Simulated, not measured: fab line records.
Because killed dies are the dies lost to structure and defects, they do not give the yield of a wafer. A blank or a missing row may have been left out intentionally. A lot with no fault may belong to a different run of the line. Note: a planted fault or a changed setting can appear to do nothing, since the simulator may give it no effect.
What tool caused it? :: flow berkeleyCmos170 :: Sampling: 6 lots, 18 wafers, 2 of 331 route steps

== WHAT THE GAUGES READ, wafer by wafer ==
UCB170_SILICIDE_RS_MEAS_02: a four-point-probe measurement.
lot: L132
measured: day 7 05:15
on: filmMetro-01
SILICIDE_TI_RS (ohm/sq): 26.3 26.2 26.1

lot: L135
measured: day 8 00:34
on: filmMetro-01
SILICIDE_TI_RS (ohm/sq): 25.5 26.0 26.0

lot: L142
measured: day 8 17:52
on: filmMetro-01
SILICIDE_TI_RS (ohm/sq): 26.4 26.3 26.2

lot: L143
measured: day 9 11:03
on: filmMetro-02
SILICIDE_TI_RS (ohm/sq): 25.5 25.4 26.0

lot: L144
measured: day 9 18:00
on: filmMetro-04
SILICIDE_TI_RS (ohm/sq): 26.5 26.2 26.2

lot: L147
measured: day 9 18:23
on: filmMetro-02
SILICIDE_TI_RS (ohm/sq): 32.9 26.6 26.2

== WHAT TOOL EACH LOT RAN ON (gives the tool, then ch and the chambers of the sampled wafers, and finally the start) ==
lot: L132
UCB170_SILICIDE_SPUTTER_01: pvdSputter-04, day 7 05:11

lot: L135
UCB170_SILICIDE_SPUTTER_01: pvdSputter-02, day 8 00:29

lot: L142
UCB170_SILICIDE_SPUTTER_01: pvdSputter-02, day 8 17:49

lot: L143
UCB170_SILICIDE_SPUTTER_01: pvdSputter-04, day 9 10:59

lot: L144
UCB170_SILICIDE_SPUTTER_01: pvdSputter-01, day 9 17:56

lot: L147
UCB170_SILICIDE_SPUTTER_01: pvdSputter-04, day 9 18:22
- UCB170_SILICIDE_SPUTTER_01: material Ti, target thk 30 nm, time 25 s.

== THE ANSWER, worked out from the rows above alone ==
Rule: what is usual is taken from the lots themselves. Put in order of their means at a reading, lots are off if they are a third of the lots or fewer, leave a main group of 4 or more, and stand apart from it by a gap of 3 or more times the standard deviation of the main group's means; of several such gaps the widest counts. Not used: any main group whose means are identical at the precision the tables above print for the reading. Also off: a lot with no number at a reading for which 4 or more lots have one. Where the step has rows for the other lots, those lots are counted as sound.
Off: L147, at UCB170_SILICIDE_RS_MEAS_02 (SILICIDE_TI_RS). Mean 26.1 ohm/sq and standard deviation 0.27 in the main group.
A tool fits if, at a process step before that reading, it ran every lot that is off, and no sound lot after the first of them. Those tools and the gauges at UCB170_SILICIDE_RS_MEAS_02 are tried in the same way. 2 tools fit, pvdSputter-04 at UCB170_SILICIDE_SPUTTER_01 and filmMetro-02 at UCB170_SILICIDE_RS_MEAS_02, so this cannot tell which one it is.

== WHAT HAD BEEN PUT IN BY THE SIMULATOR ==
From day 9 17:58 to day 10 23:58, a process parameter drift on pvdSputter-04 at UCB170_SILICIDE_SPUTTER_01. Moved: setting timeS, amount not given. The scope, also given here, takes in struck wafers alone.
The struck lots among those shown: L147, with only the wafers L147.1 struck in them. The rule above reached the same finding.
